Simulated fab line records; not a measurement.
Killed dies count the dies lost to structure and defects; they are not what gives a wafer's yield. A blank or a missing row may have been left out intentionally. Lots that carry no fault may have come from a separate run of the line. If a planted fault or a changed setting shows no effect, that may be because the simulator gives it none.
fab line records	flow ritCmos
record lots=5	wafers=15	lastDay=7
route steps=202 shown SDANNEAL@156 PSD@157 NSD@158 PLDD@159 NLDD@160 SILICIDE@161 CONTACT@168 M1@184
lots that met no fault: taken from a fault-free run of the same line
startH: the number of hours between the record's first day and the start of the first shown wafer of the lot	waitH: hours elapsed since this lot's preceding step	" as in the row above	L1.1+2: a single row standing in for several wafers	- value missing, or start not given	* or withheld: withheld	< > ~ a bound
route shown NAME@n: a module of which the file shows steps, and the number in the route of the first	usual: mean and standard deviation over wafers with no fault	same: alike in all rows	chamber/n: place in a boat	sites: the reading at each site	_std_site: the standard deviation of these	_edge_site: inner sites' mean taken away from outer sites' mean	radiusMm: for every site, how far away it sits from the centre of the wafer	mask NAME#n: copy n	behind: tool/chamber where the wafer was last shaped	hold: the reason the lot was held/the length of the hold in hours/how it ended	device: names the non-switching transistor (n, p or np)	end of line: tests run on the same wafers once the route is complete	a step with no rows: only its recipe	killed: not the wafer's yield, but the dies lost to structure and defects at the first sort	map: a wafer's dies, marking killed ones x, the rest . and places with no die _
set.NAME: the run value of the setting; set.NAME@STEP: its run value at that earlier step	model.NAME: the simulator's own value behind a step, which no gauge read
lots seen at some steps along the route; tables by step, rows by wafer
services: from which hour (startH, from the record's first day; less than 0 if before it) a tool's chamber was out of use, for how many hours, and why
## steps
# step RIT_SDANNEAL_RTA_03
# recipe tempC=1050	timeS=5	idleTempC=600	rampUpCPerS=342	rampDownCPerS=171	coolToC=600	ambient=N2
# usual wafer_temp_C_max=1053.4/1
lot.wafer	tool	chamber	startH	waitH	wafer_temp_C_max
L806.2	rtpAnneal-01	0	60.46	0.0	1054.1
L806.4	"	0	"	"	1051.7
L806.6	"	0	"	"	1052.7
L813.2	rtpAnneal-02	0	94.36	0.0	1052.2
L813.4	"	0	"	"	1053.0
L813.5	"	0	"	"	1052.3
L815.1	rtpAnneal-02	0	104.77	0.0	1052.1
L815.2	"	0	"	"	1054.3
L815.3	"	0	"	"	1053.7
L819.1	rtpAnneal-02	0	127.06	0.0	1054.7
L819.4	"	0	"	"	1053.6
L819.6	"	0	"	"	1052.7
L825.1	rtpAnneal-01	0	154.34	0.0	1054.5
L825.2	"	0	"	"	1054.1
L825.6	"	0	"	"	1052.3
# step RIT_SDANNEAL_RS_MEAS_04
# recipe thkMeasGauge=four-point-probe
# usual PSD_RS=115.80/0.26
lot.wafer	tool	chamber	startH	waitH	PSD_RS[ohm/sq]
L806.2	filmMetro-02	-	60.52	0.1	115.92
L806.4	"	-	"	"	116.05
L806.6	"	-	"	"	115.61
L813.2	filmMetro-04	-	94.43	0.1	115.94
L813.4	"	-	"	"	115.96
L813.5	"	-	"	"	115.89
L815.1	filmMetro-04	-	104.83	0.0	115.70
L815.2	"	-	"	"	115.81
L815.3	"	-	"	"	115.91
L819.1	filmMetro-02	-	127.12	0.0	115.27
L819.4	"	-	"	"	115.30
L819.6	"	-	"	"	115.34
L825.1	filmMetro-04	-	154.40	0.0	115.06
L825.2	"	-	"	"	115.66
L825.6	"	-	"	"	115.41
# step RIT_SDANNEAL_RS_MEAS_05
# recipe thkMeasGauge=four-point-probe
# usual NSD_RS=84.6/0.3
lot.wafer	tool	chamber	startH	waitH	NSD_RS[ohm/sq]
L806.2	filmMetro-02	-	60.64	0.1	84.4
L806.4	"	-	"	"	85.0
L806.6	"	-	"	"	85.0
L813.2	filmMetro-04	-	94.55	0.1	84.3
L813.4	"	-	"	"	84.4
L813.5	"	-	"	"	84.3
L815.1	filmMetro-04	-	104.95	0.1	84.6
L815.2	"	-	"	"	84.4
L815.3	"	-	"	"	84.7
L819.1	filmMetro-02	-	127.24	0.1	83.9
L819.4	"	-	"	"	84.4
L819.6	"	-	"	"	84.4
L825.1	filmMetro-04	-	154.52	0.1	85.1
L825.2	"	-	"	"	85.3
L825.6	"	-	"	"	85.1
# step RIT_SDANNEAL_RS_MEAS_06
# recipe thkMeasGauge=four-point-probe
# usual PLDD_RS=178.5/0.46
lot.wafer	tool	chamber	startH	waitH	PLDD_RS[ohm/sq]
L806.2	filmMetro-02	-	60.76	0.1	178.6
L806.4	"	-	"	"	179.1
L806.6	"	-	"	"	178.5
L813.2	filmMetro-04	-	94.67	0.1	178.3
L813.4	"	-	"	"	178.8
L813.5	"	-	"	"	178.9
L815.1	filmMetro-04	-	105.07	0.1	178.3
L815.2	"	-	"	"	178.2
L815.3	"	-	"	"	178.2
L819.1	filmMetro-02	-	127.36	0.1	178.0
L819.4	"	-	"	"	177.6
L819.6	"	-	"	"	177.7
L825.1	filmMetro-04	-	154.64	0.1	177.3
L825.2	"	-	"	"	177.9
L825.6	"	-	"	"	178.2
# step RIT_SDANNEAL_RS_MEAS_07
# recipe thkMeasGauge=four-point-probe
# usual NLDD_RS=151.5/0.55
lot.wafer	tool	chamber	startH	waitH	NLDD_RS[ohm/sq]
L806.2	filmMetro-02	-	60.88	0.1	151.0
L806.4	"	-	"	"	151.0
L806.6	"	-	"	"	151.0
L813.2	filmMetro-04	-	94.79	0.1	150.7
L813.4	"	-	"	"	150.9
L813.5	"	-	"	"	150.9
L815.1	filmMetro-04	-	105.19	0.1	151.6
L815.2	"	-	"	"	151.7
L815.3	"	-	"	"	152.0
L819.1	filmMetro-02	-	127.48	0.1	151.0
L819.4	"	-	"	"	151.4
L819.6	"	-	"	"	151.4
L825.1	filmMetro-04	-	154.76	0.1	152.2
L825.2	"	-	"	"	152.7
L825.6	"	-	"	"	152.5
# step RIT_SILICIDE_WET_ETCH_00
# recipe chemistry=BOE	target=SiO2	targetDepthNm=14	timeS=15	dry=n2Spin	dilution=10:1	tempC=21.5
# step RIT_SILICIDE_SPUTTER_01
# recipe material=Ti	targetThkNm=30	powerW=350	chamberPressurePa=0.667	gas=Ar	timeS=240	substrateTempC=25
# step RIT_SILICIDE_RS_MEAS_02
# recipe thkMeasGauge=four-point-probe	reads=Ti_of_SILICIDE_SPUTTER_01
# usual SILICIDE_TI_RS=47.7/0.75
lot.wafer	tool	chamber	startH	waitH	SILICIDE_TI_RS[ohm/sq]
L806.2	filmMetro-01	-	61.17	0.1	48.8
L806.4	"	-	"	"	48.9
L806.6	"	-	"	"	48.1
L813.2	filmMetro-01	-	95.07	0.1	46.7
L813.4	"	-	"	"	46.5
L813.5	"	-	"	"	46.1
L815.1	filmMetro-03	-	105.47	0.1	46.8
L815.2	"	-	"	"	47.0
L815.3	"	-	"	"	47.7
L819.1	filmMetro-01	-	127.76	0.1	47.7
L819.4	"	-	"	"	47.6
L819.6	"	-	"	"	48.1
L825.1	filmMetro-01	-	155.04	0.1	48.8
L825.2	"	-	"	"	47.8
L825.6	"	-	"	"	48.8
# step RIT_SILICIDE_THK_MEAS_03
# recipe thkMeasGauge=xrf	reads=Ti_of_SILICIDE_SPUTTER_01
# usual SILICIDE_TI_THK=29.9/0.42
lot.wafer	tool	chamber	startH	waitH	SILICIDE_TI_THK[nm]
L806.2	filmMetro-01	-	61.28	0.1	29.3
L806.4	"	-	"	"	29.3
L806.6	"	-	"	"	29.8
L813.2	filmMetro-01	-	95.18	0.1	30.2
L813.4	"	-	"	"	30.4
L813.5	"	-	"	"	30.4
L815.1	filmMetro-03	-	105.59	0.1	30.7
L815.2	"	-	"	"	30.5
L815.3	"	-	"	"	30.2
L819.1	filmMetro-01	-	127.88	0.1	29.7
L819.4	"	-	"	"	29.9
L819.6	"	-	"	"	29.6
L825.1	filmMetro-01	-	155.16	0.1	29.2
L825.2	"	-	"	"	29.8
L825.6	"	-	"	"	29.2
# step RIT_SILICIDE_RTA_04
# recipe tempC=650	timeS=10	idleTempC=25	rampUpS=5	rampDownS=5	coolToC=25	ambient=N2
# usual wafer_temp_C_max=654.5/1.3
lot.wafer	tool	chamber	startH	waitH	wafer_temp_C_max
L806.2	rtpAnneal-02	0	61.34	0.1	653.5
L806.4	"	0	"	"	654.2
L806.6	"	0	"	"	653.1
L813.2	rtpAnneal-01	0	95.24	0.1	654.5
L813.4	"	0	"	"	654.0
L813.5	"	0	"	"	654.7
L815.1	rtpAnneal-01	0	105.65	0.1	654.8
L815.2	"	0	"	"	655.2
L815.3	"	0	"	"	655.8
L819.1	rtpAnneal-01	0	127.94	0.1	654.3
L819.4	"	0	"	"	655.1
L819.6	"	0	"	"	655.6
L825.1	rtpAnneal-02	0	155.22	0.1	654.3
L825.2	"	0	"	"	653.4
L825.6	"	0	"	"	652.9
# step RIT_SILICIDE_WET_ETCH_05
# recipe chemistry=SPM	target=Ti	tempC=90	timeS=120	dry=n2Spin
# step RIT_SILICIDE_RTA_06
# recipe tempC=750	timeS=10	idleTempC=25	rampUpS=5	rampDownS=10	coolToC=25	ambient=N2
# usual wafer_temp_C_max=755.2/1.6
lot.wafer	tool	chamber	startH	waitH	wafer_temp_C_max
L806.2	rtpAnneal-01	0	61.45	0.0	755.0
L806.4	"	0	"	"	758.7
L806.6	"	0	"	"	755.2
L813.2	rtpAnneal-02	0	95.35	0.0	753.5
L813.4	"	0	"	"	754.0
L813.5	"	0	"	"	754.5
L815.1	rtpAnneal-02	0	105.76	0.0	754.7
L815.2	"	0	"	"	754.1
L815.3	"	0	"	"	755.1
L819.1	rtpAnneal-02	0	128.05	0.0	753.9
L819.4	"	0	"	"	753.3
L819.6	"	0	"	"	754.5
L825.1	rtpAnneal-01	0	155.33	0.0	755.7
L825.2	"	0	"	"	755.6
L825.6	"	0	"	"	755.3
# step RIT_CONTACT_CVD_00
# recipe material=SiO2	targetThkNm=400	precursor=TEOS	tempC=390	timeS=61	rfW=400
# usual heaterPowerW=292/70	runLengthS=89.0/0.45
lot.wafer	tool	chamber	startH	waitH	heaterPowerW	runLengthS	model.SiO2_of_CONTACT_CVD_00.thkNm
L806.2	pecvd-03	1	61.50	0.0	288	89.3	391.9
L806.4	"	0	"	"	267	89.7	400.4
L806.6	"	2	"	"	249	88.7	400.2
L813.2	pecvd-01	0	95.40	0.0	284	89.0	397.1
L813.4	"	2	"	"	317	88.8	404
L813.5	"	0	"	"	302	89.1	402
L815.1	pecvd-03	0	105.83	0.1	241	95.0	438.4
L815.2	"	1	"	"	248	89.3	398.6
L815.3	"	2	"	"	264	88.6	401.4
L819.1	pecvd-01	1	128.11	0.1	215	88.6	400.4
L819.4	"	2	"	"	268	88.5	405.5
L819.6	"	1	"	"	226	88.5	402.6
L825.1	pecvd-01	2	155.40	0.1	291	88.6	392.5
L825.2	"	1	"	"	240	89.0	396
L825.6	"	0	"	"	282	88.9	399.5
# step RIT_CONTACT_THK_MEAS_01
# recipe reads=SiO2_of_CONTACT_CVD_00
# usual CONTACT_TEOS_THK=398/5.8
lot.wafer	tool	chamber	startH	waitH	hold	CONTACT_TEOS_THK[nm]
L806.2	filmMetro-04	-	61.56	0.0	-	392
L806.4	"	-	"	"	-	401
L806.6	"	-	"	"	-	400
L813.2	filmMetro-04	-	95.46	0.0	-	397
L813.4	"	-	"	"	-	404
L813.5	"	-	"	"	-	402
L815.1	filmMetro-01	-	105.88	0.0	awaitDispo/0.2h/release	438
L815.2	"	-	"	"	awaitDispo/0.2h/release	399
L815.3	"	-	"	"	awaitDispo/0.2h/release	401
L815.1	filmMetro-01	-	106.11	0.2	-	438
L815.2	"	-	"	"	-	399
L815.3	"	-	"	"	-	401
L819.1	filmMetro-01	-	128.16	0.0	-	401
L819.4	"	-	"	"	-	406
L819.6	"	-	"	"	-	403
L825.1	filmMetro-04	-	155.45	0.0	-	392
L825.2	"	-	"	"	-	396
L825.6	"	-	"	"	-	400
# step RIT_CONTACT_COAT_03
# recipe resist=NOVOLAK	spinRpm=3250	resistThkNm=1000
# step RIT_CONTACT_SOFTBAKE_04
# recipe resist=NOVOLAK	tempC=90	timeS=60
# step RIT_CONTACT_EXPOSE_05
# recipe maskId=M11	na=0.6	sourceShape=conventional	sigmaOuter=0.5	targetCdNm=1000	doseMj=250
# step RIT_CONTACT_PEB_06
# recipe resist=NOVOLAK	tempC=withheld	timeS=withheld
# step RIT_CONTACT_DEVELOP_07
# recipe resist=NOVOLAK	developTimeS=120	devTempC=23
# step RIT_CONTACT_CD_MEAS_08
# recipe targetCdNm=1000
# usual cdNm=999.9/2.2
lot.wafer	tool	chamber	startH	waitH	cdNm
L806.2	cdSem-01	-	62.72	-	998.9
L806.4	"	-	"	"	995.7
L806.6	"	-	"	"	1000.6
L813.2	cdSem-01	-	96.50	-	998.3
L813.4	"	-	"	"	998.8
L813.5	"	-	"	"	1000.0
L815.1	cdSem-01	-	108.60	-	994.2
L815.2	"	-	"	"	994.7
L815.3	"	-	"	"	996.2
L819.1	cdSem-01	-	129.35	-	1004.0
L819.4	"	-	"	"	1003.7
L819.6	"	-	"	"	1001.8
L825.1	cdSem-01	-	156.47	-	1001.5
L825.2	"	-	"	"	999.9
L825.6	"	-	"	"	1000.6
# step RIT_CONTACT_OVL_MEAS_09
# usual CONTACT_OVL=-0.9/1.4
lot.wafer	tool	chamber	startH	waitH	CONTACT_OVL[nm]
L806.2	overlay-02	-	62.83	0.1	-3.6
L806.4	"	-	"	"	-2.1
L806.6	"	-	"	"	-1.8
L813.2	overlay-01	-	96.61	0.1	0.3
L813.4	"	-	"	"	-1.0
L813.5	"	-	"	"	0.4
L815.1	overlay-01	-	108.72	0.1	-3.0
L815.2	"	-	"	"	-2.9
L815.3	"	-	"	"	0.2
L819.1	overlay-02	-	129.47	0.1	3.6
L819.4	"	-	"	"	1.0
L819.6	"	-	"	"	2.7
L825.1	overlay-01	-	156.59	0.1	0.9
L825.2	"	-	"	"	0.0
L825.6	"	-	"	"	-0.6
# step RIT_CONTACT_HARDBAKE_10
# recipe resist=NOVOLAK	tempC=140	timeS=60
# step RIT_CONTACT_ETCH_11
# recipe targetDepthA=4800	overEtchFrac=0.2	stopOn=TiSi2	chemistry=CHF3/CF4/Ar	target=SiO2	CHF3_flow_sccm=50	cf4FlowSccm=10	Ar_flow_sccm=100	O2_flow_sccm=5	pressureMtorr=100	rfW=200	timeS=320
# usual drypumpMotorCurrentA=5.8/0.32	oesProductAu=0.990/0.012	throttleValvePct=8.90/0.12
lot.wafer	tool	chamber	startH	waitH	drypumpMotorCurrentA	oesProductAu	rfHoursCounterH	throttleValvePct	model.CONTACT.featureDepthNm	model.etch.depthNm
L806.2	rieDiel-01	2	63.01	0.1	5.7	1.006	96	8.87	391.9	391.9
L806.4	"	3	"	"	5.7	0.967	131	8.70	400.4	400.4
L806.6	"	1	"	"	5.3	0.987	-	8.94	400.2	400.2
L813.2	rieDiel-01	1	97.14	0.1	5.3	0.993	148	8.93	397.1	397.1
L813.4	"	3	"	"	5.8	0.976	132	8.69	404	404
L813.5	"	1	"	"	5.3	0.985	-	8.93	402	402
L815.1	rieDiel-04	1	109.03	0.1	5.5	0.996	34	8.85	438.4	438.4
L815.2	"	0	"	"	5.7	0.973	131	8.69	398.6	398.6
L815.3	"	3	"	"	6.0	0.991	4	8.83	401.4	401.4
L819.1	rieDiel-01	1	129.66	0.1	5.3	0.985	148	8.93	400.4	400.4
L819.4	"	0	"	"	5.4	0.980	76	8.88	405.5	405.5
L819.6	"	3	"	"	5.8	0.973	-	8.70	402.6	402.6
L825.1	rieDiel-03	2	156.78	0.1	6.0	0.991	9	9.05	392.5	392.5
L825.2	"	0	"	"	5.9	0.979	22	8.93	396	396
L825.6	"	3	"	"	6.3	0.998	-	9.09	399.5	399.5
# step RIT_CONTACT_STRIP_12
# recipe chemistry=O2	timeS=180	resist=NOVOLAK	platenTempC=withheld	powerW=500	pressureMtorr=4000	o2FlowSccm=4000
# usual drypumpMotorCurrentA=5.5/0.54
lot.wafer	tool	chamber	startH	waitH	drypumpMotorCurrentA	rfHoursCounterH
L806.2	plasmaAsher-03	0	63.20	0.1	4.9	25
L806.4	"	0	"	"	4.9	-
L806.6	"	1	"	"	6.1	-
L813.2	plasmaAsher-01	0	97.33	0.1	5.2	47
L813.4	"	0	"	"	5.2	-
L813.5	"	1	"	"	5.9	-
L815.1	plasmaAsher-01	1	109.22	0.1	5.9	48
L815.2	"	0	"	"	5.2	48
L815.3	"	0	"	"	5.2	-
L819.1	plasmaAsher-03	1	129.85	0.1	6.1	34
L819.4	"	0	"	"	4.9	-
L819.6	"	1	"	"	6.1	-
L825.1	plasmaAsher-03	0	156.97	0.1	4.9	36
L825.2	"	1	"	"	6.1	36
L825.6	"	1	"	"	6.0	-
# step RIT_CONTACT_CD_MEAS_90
# recipe targetCdNm=1000
# usual cdNm=1000.1/2.2
lot.wafer	tool	chamber	startH	waitH	cdNm
L806.2	cdSem-02	-	63.40	0.1	998.8
L806.4	"	-	"	"	995.3
L806.6	"	-	"	"	999.8
L813.2	cdSem-01	-	97.52	0.1	998.4
L813.4	"	-	"	"	999.3
L813.5	"	-	"	"	999.5
L815.1	cdSem-01	-	109.39	0.1	995.3
L815.2	"	-	"	"	995.0
L815.3	"	-	"	"	996.4
L819.1	cdSem-01	-	130.03	0.1	1003.9
L819.4	"	-	"	"	1003.6
L819.6	"	-	"	"	1001.7
L825.1	cdSem-01	-	157.15	0.1	1001.8
L825.2	"	-	"	"	999.8
L825.6	"	-	"	"	1001.1
# step RIT_CONTACT_CLEAN_13
# recipe chemistry=SC1	mix=3:3:50	timeS=600	tempC=75
# step RIT_CONTACT_CLEAN_14
# recipe chemistry=SC2	mix=3:3:50	timeS=600	tempC=75	dry=n2Spin
# step RIT_M1_SPUTTER_00
# recipe material=Al	targetThkNm=400	powerW=2000	chamberPressurePa=0.4	gas=Ar	timeS=500	substrateTempC=25
# usual cathodeDcPowerW=1999.9/0.33	throttleValvePct=29.9/0.89
lot.wafer	tool	chamber	startH	waitH	cathodeDcPowerW	throttleValvePct
L806.2	pvdSputter-04	-	63.85	0.0	2000.0	28.7
L806.4	"	-	"	"	2000.0	30.1
L806.6	"	-	"	"	2000.1	30.1
L813.2	pvdSputter-04	-	97.97	0.0	1999.8	29.0
L813.4	"	-	"	"	2000.0	30.0
L813.5	"	-	"	"	2000.2	30.4
L815.1	pvdSputter-04	-	110.22	0.0	2000.3	29.9
L815.2	"	-	"	"	2001.2	30.6
L815.3	"	-	"	"	1999.7	28.9
L819.1	pvdSputter-04	-	130.50	0.0	1999.4	28.8
L819.4	"	-	"	"	1999.9	31.0
L819.6	"	-	"	"	2000.2	29.7
L825.1	pvdSputter-04	-	157.62	0.0	1999.6	30.0
L825.2	"	-	"	"	2000.0	30.3
L825.6	"	-	"	"	1999.7	29.8
# step RIT_M1_RS_MEAS_01
# recipe thkMeasGauge=four-point-probe	reads=Al_of_M1_SPUTTER_00
# usual M1_AL_RS=0.0737/0.00088
lot.wafer	tool	chamber	startH	waitH	M1_AL_RS[ohm/sq]
L806.2	filmMetro-02	-	64.16	0.2	0.0727
L806.4	"	-	"	"	0.0727
L806.6	"	-	"	"	0.0729
L813.2	filmMetro-04	-	98.29	0.2	0.0733
L813.4	"	-	"	"	0.0737
L813.5	"	-	"	"	0.0741
L815.1	filmMetro-02	-	110.52	0.1	0.0739
L815.2	"	-	"	"	0.0737
L815.3	"	-	"	"	0.0739
L819.1	filmMetro-03	-	130.79	0.1	0.0743
L819.4	"	-	"	"	0.0751
L819.6	"	-	"	"	0.0740
L825.1	filmMetro-04	-	157.91	0.1	0.0729
L825.2	"	-	"	"	0.0729
L825.6	"	-	"	"	0.0725
# step RIT_M1_THK_MEAS_02
# recipe thkMeasGauge=xrf	reads=Al_of_M1_SPUTTER_00
# usual M1_AL_THK=408/5
lot.wafer	tool	chamber	startH	waitH	M1_AL_THK[nm]
L806.2	filmMetro-02	-	64.27	0.1	416
L806.4	"	-	"	"	415
L806.6	"	-	"	"	412
L813.2	filmMetro-04	-	98.40	0.1	411
L813.4	"	-	"	"	408
L813.5	"	-	"	"	406
L815.1	filmMetro-02	-	110.64	0.1	405
L815.2	"	-	"	"	408
L815.3	"	-	"	"	405
L819.1	filmMetro-03	-	130.91	0.1	402
L819.4	"	-	"	"	397
L819.6	"	-	"	"	408
L825.1	filmMetro-04	-	158.03	0.1	412
L825.2	"	-	"	"	413
L825.6	"	-	"	"	415
# step RIT_M1_HMDS_03
# recipe primeTimeS=60	primeTempC=140
# step RIT_M1_COAT_04
# recipe resist=NOVOLAK	spinRpm=2000	resistThkNm=1300
# step RIT_M1_SOFTBAKE_05
# recipe resist=NOVOLAK	tempC=90	timeS=60
# step RIT_M1_EXPOSE_06
# recipe maskId=M12	na=0.6	sourceShape=conventional	sigmaOuter=0.5	targetCdNm=2600	doseMj=250
# step RIT_M1_PEB_07
# recipe resist=NOVOLAK	tempC=withheld	timeS=withheld
# step RIT_M1_DEVELOP_08
# recipe resist=NOVOLAK	developTimeS=68	devTempC=23
# step RIT_M1_CD_MEAS_09
# recipe targetCdNm=2600
# usual cdNm=2600.8/2.1
lot.wafer	tool	chamber	startH	waitH	cdNm
L806.2	cdSem-01	-	65.47	-	2600.0
L806.4	"	-	"	"	2601.1
L806.6	"	-	"	"	2601.4
L813.2	cdSem-02	-	99.47	-	2598.8
L813.4	"	-	"	"	2600.7
L813.5	"	-	"	"	2599.7
L815.1	cdSem-02	-	112.19	-	2602.7
L815.2	"	-	"	"	2600.5
L815.3	"	-	"	"	2602.1
L819.1	cdSem-01	-	131.85	-	2601.7
L819.4	"	-	"	"	2601.1
L819.6	"	-	"	"	2601.3
L825.1	cdSem-01	-	158.97	-	2597.0
L825.2	"	-	"	"	2596.1
L825.6	"	-	"	"	2599.3
# step RIT_M1_OVL_MEAS_10
# usual M1_OVL=-0.5/1.5
lot.wafer	tool	chamber	startH	waitH	M1_OVL[nm]
L806.2	overlay-01	-	65.58	0.1	0.6
L806.4	"	-	"	"	0.5
L806.6	"	-	"	"	-1.6
L813.2	overlay-02	-	99.58	0.1	-1.0
L813.4	"	-	"	"	-3.8
L813.5	"	-	"	"	-1.9
L815.1	overlay-01	-	112.31	0.1	0.7
L815.2	"	-	"	"	-1.9
L815.3	"	-	"	"	-2.0
L819.1	overlay-02	-	131.97	0.1	0.0
L819.4	"	-	"	"	-2.7
L819.6	"	-	"	"	-0.5
L825.1	overlay-01	-	159.09	0.1	-0.8
L825.2	"	-	"	"	-0.6
L825.6	"	-	"	"	-1.0
# step RIT_M1_HARDBAKE_11
# recipe resist=NOVOLAK	tempC=140	timeS=120
# step RIT_M1_METAL_ETCH_12
# recipe stopOn=SiO2	chemistry=Cl2/BCl3	target=Al	timeS=165	overEtchFrac=0.5	pressureMtorr=100	targetDepthA=6000	rfW=250	Cl2_flow_sccm=60	bcl3FlowSccm=50
# usual drypumpMotorCurrentA=5.6/0.51	oesProductAu=0.773/0.011	throttleValvePct=8.34/0.18
lot.wafer	tool	chamber	startH	waitH	drypumpMotorCurrentA	oesProductAu	rfHoursCounterH	throttleValvePct	model.SiO2_of_CONTACT_CVD_00.thkNm
L806.2	rieMetal-01	1	65.91	0.2	5.4	0.770	2	8.44	356.1
L806.4	"	0	"	"	6.0	0.776	-	8.49	363.2
L806.6	"	0	"	"	6.0	0.778	-	8.48	362.9
L813.2	rieMetal-03	1	99.86	0.2	5.1	0.758	33	8.28	362.2
L813.4	"	1	"	"	5.2	0.756	-	8.28	369.4
L813.5	"	0	"	"	6.4	0.784	-	8.05	366.2
L815.1	rieMetal-01	1	112.67	0.2	5.4	0.764	3	8.45	402.9
L815.2	"	0	"	"	6.0	0.765	3	8.48	361.6
L815.3	"	1	"	"	5.4	0.769	-	8.45	365.8
L819.1	rieMetal-03	1	132.26	0.2	5.1	0.751	34	8.28	366.1
L819.4	"	1	"	"	5.2	0.744	-	8.29	371.1
L819.6	"	1	"	"	5.1	0.759	-	8.29	368.2
L825.1	rieMetal-03	1	159.38	0.2	5.1	0.772	0	8.29	358.4
L825.2	"	0	"	"	6.4	0.770	0	8.04	360.6
L825.6	"	1	"	"	5.2	0.776	-	8.26	365.6
# step RIT_M1_STRIP_13
# recipe chemistry=nmp	resist=NOVOLAK	tempC=80	timeS=600	dry=n2Spin
# step RIT_M1_PROBE_99
# usual killed_at_M0_to_M3=0.0/0.16	killedAtContacts=0.1/0.3	killedAtFrontEnd=7.1/3	killedDies=7.3/3	killedOpen=3.6/2	killedShort=3.5/1.9
# same grossDies=264	killed_at_M4_up=0	killedAtBackSide=0	killedAtOther=0
lot.wafer	tool	chamber	startH	waitH	killed_at_M0_to_M3	killedAtContacts	killedAtFrontEnd	killedDies	killedOpen	killedShort
L806.2	prober-01	-	68.22	0.1	0	0	13	13	10	3
L806.4	prober-01	-	68.32	0.2	0	0	8	8	4	4
L806.6	prober-01	-	68.42	0.2	0	0	9	9	7	2
L813.2	prober-02	-	102.26	0.1	0	0	7	7	3	4
L813.4	prober-02	-	102.36	0.2	0	0	6	6	5	1
L813.5	prober-02	-	102.41	0.2	0	0	7	7	3	4
L815.1	prober-02	-	114.95	0.1	0	0	8	8	3	5
L815.2	prober-02	-	115.00	0.1	0	0	6	6	3	3
L815.3	prober-02	-	115.05	0.2	0	0	8	8	4	4
L825.1	prober-02	-	161.63	0.1	0	0	8	8	5	3
L825.2	prober-02	-	161.68	0.1	0	0	5	5	3	2
L825.6	prober-02	-	161.88	0.2	0	1	13	14	8	6
# killed by level:class
L806.2 GATE:geometricParticle:open=5 SPACER:geometricParticle:open=4 FOX2:geometricParticle:open=1 FOX2:geometricParticle:short=1 GATE:geometricParticle:short=1 SPACER:geometricParticle:short=1
L806.4 GATE:geometricParticle:short=2 SILICIDE:geometricParticle:open=2 FOX1:geometricParticle:short=1 REOX:geometricParticle:open=1 SPACER:geometricParticle:open=1 SPACER:geometricParticle:short=1
L806.6 GATE:geometricParticle:open=4 SPACER:geometricParticle:open=3 GATE:geometricParticle:short=2
L813.2 GATE:geometricParticle:short=3 FOX2:geometricParticle:short=1 FOX2:geometricParticle:open=1 SILICIDE:geometricParticle:open=1 SPACER:geometricParticle:open=1
L813.4 SPACER:geometricParticle:open=4 FOX1:geometricParticle:open=1 GATE:geometricParticle:short=1
L813.5 FOX1:geometricParticle:short=2 GATE:geometricParticle:open=1 GATE:geometricParticle:short=1 SPACER:geometricParticle:open=1 SILICIDE:geometricParticle:open=1 SILICIDE:geometricParticle:short=1
L815.1 SILICIDE:geometricParticle:open=2 GATE:geometricParticle:short=2 REOX:geometricParticle:short=2 GATE:geometricParticle:open=1 SPACER:geometricParticle:short=1
L815.2 GATE:geometricParticle:open=2 SILICIDE:geometricParticle:short=2 GATE:geometricParticle:short=1 SILICIDE:geometricParticle:open=1
L815.3 GATE:geometricParticle:short=2 GATE:geometricParticle:open=2 FOX1:geometricParticle:open=1 FOX2:geometricParticle:open=1 REOX:geometricParticle:short=1 SILICIDE:geometricParticle:short=1
L825.1 FOX1:geometricParticle:open=1 FOX1:geometricParticle:short=1 FOX2:geometricParticle:open=1 GATE:geometricParticle:short=1 REOX:geometricParticle:open=1 SPACER:geometricParticle:open=1 SILICIDE:geometricParticle:short=1 SILICIDE:geometricParticle:open=1
L825.2 FOX1:geometricParticle:open=1 GATE:geometricParticle:short=1 GATE:geometricParticle:open=1 SILICIDE:geometricParticle:short=1 SILICIDE:geometricParticle:open=1
L825.6 FOX1:geometricParticle:open=2 GATE:geometricParticle:open=2 GATE:geometricParticle:short=2 REOX:geometricParticle:short=2 SILICIDE:geometricParticle:open=2 ACTIVE:geometricParticle:short=1 FOX1:geometricParticle:short=1 REOX:geometricParticle:open=1
## services
tool	chamber	startH	hours	kind
plasmaAsher-03	-	44.61	4.5	repair
rieDiel-01	3	45.19	7.3	repair
rieDiel-03	2	46.45	9.0	repair
rieDiel-04	-	48.42	15.2	repair
rieDiel-01	2	58.00	3.0	repair
rieDiel-03	0	58.11	2.8	repair
pecvd-01	2	65.10	3.7	repair
rieDiel-03	1	72.59	11.7	repair
rieDiel-03	2	83.28	2.2	repair
rieDiel-04	0	83.70	4.1	repair
pvdSputter-04	-	91.74	3.9	repair
rieDiel-03	3	103.44	3.8	repair
plasmaAsher-03	-	110.13	0.6	repair
pvdSputter-04	-	112.15	1.9	repair
pecvd-03	1	118.79	34.4	repair
rieMetal-01	1	124.26	29.4	repair
pvdSputter-04	-	124.76	3.2	repair
rieMetal-03	-	136.12	20.0	pm
rieMetal-03	0	136.12	20.0	ventCycle
rieMetal-03	1	136.12	20.0	ventCycle
rtpAnneal-01	-	149.12	4.0	pm
pecvd-03	0	150.90	11.9	repair
rieMetal-03	0	156.12	-	clean
rieMetal-03	1	156.12	-	clean
## key
firstSign step=RIT_CONTACT_CVD_00	reading=runLengthS	direction=up	sigmas=13	usual=*	struck=*
effect step=RIT_CONTACT_THK_MEAS_01	reading=visit	direction=added
effect step=RIT_CONTACT_THK_MEAS_01	reading=CONTACT_TEOS_THK	direction=up	sigmas=6.9	usual=398	struck=438
modelEffect step=RIT_CONTACT_CVD_00	value=SiO2_of_CONTACT_CVD_00.thkNm	without=405.5	struck=438.4
modelEffect step=RIT_CONTACT_ETCH_11	value=CONTACT.featureDepthNm	without=405.5	struck=438.4
modelEffect step=RIT_M1_METAL_ETCH_12	value=SiO2_of_CONTACT_CVD_00.thkNm	without=370	struck=402.9
metAt RIT_CONTACT_CVD_00
struckWafers L815.1
testerLeftOut L815
loopTrim step=RIT_CONTACT_EXPOSE_05	setting=dose	lots=L815
onsetBetween 61.50 105.83
fault kind=processParameterDrift	tool=pecvd-03	chamber=0	onsetH=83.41	steps=RIT_CONTACT_CVD_00	channel=timeS	offset=*	shape=step	endH=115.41	stated=*
# testerLeftOut: of these lots the tester's yield and bins aren't shown, on N5 and GAA mostly nor the transistor test; their killed dies are dies lost to structure and defects alone, not to doping, threshold or leakage, so they don't give the yield
# loopTrim: a control loop set the setting to another value than it would have without faults
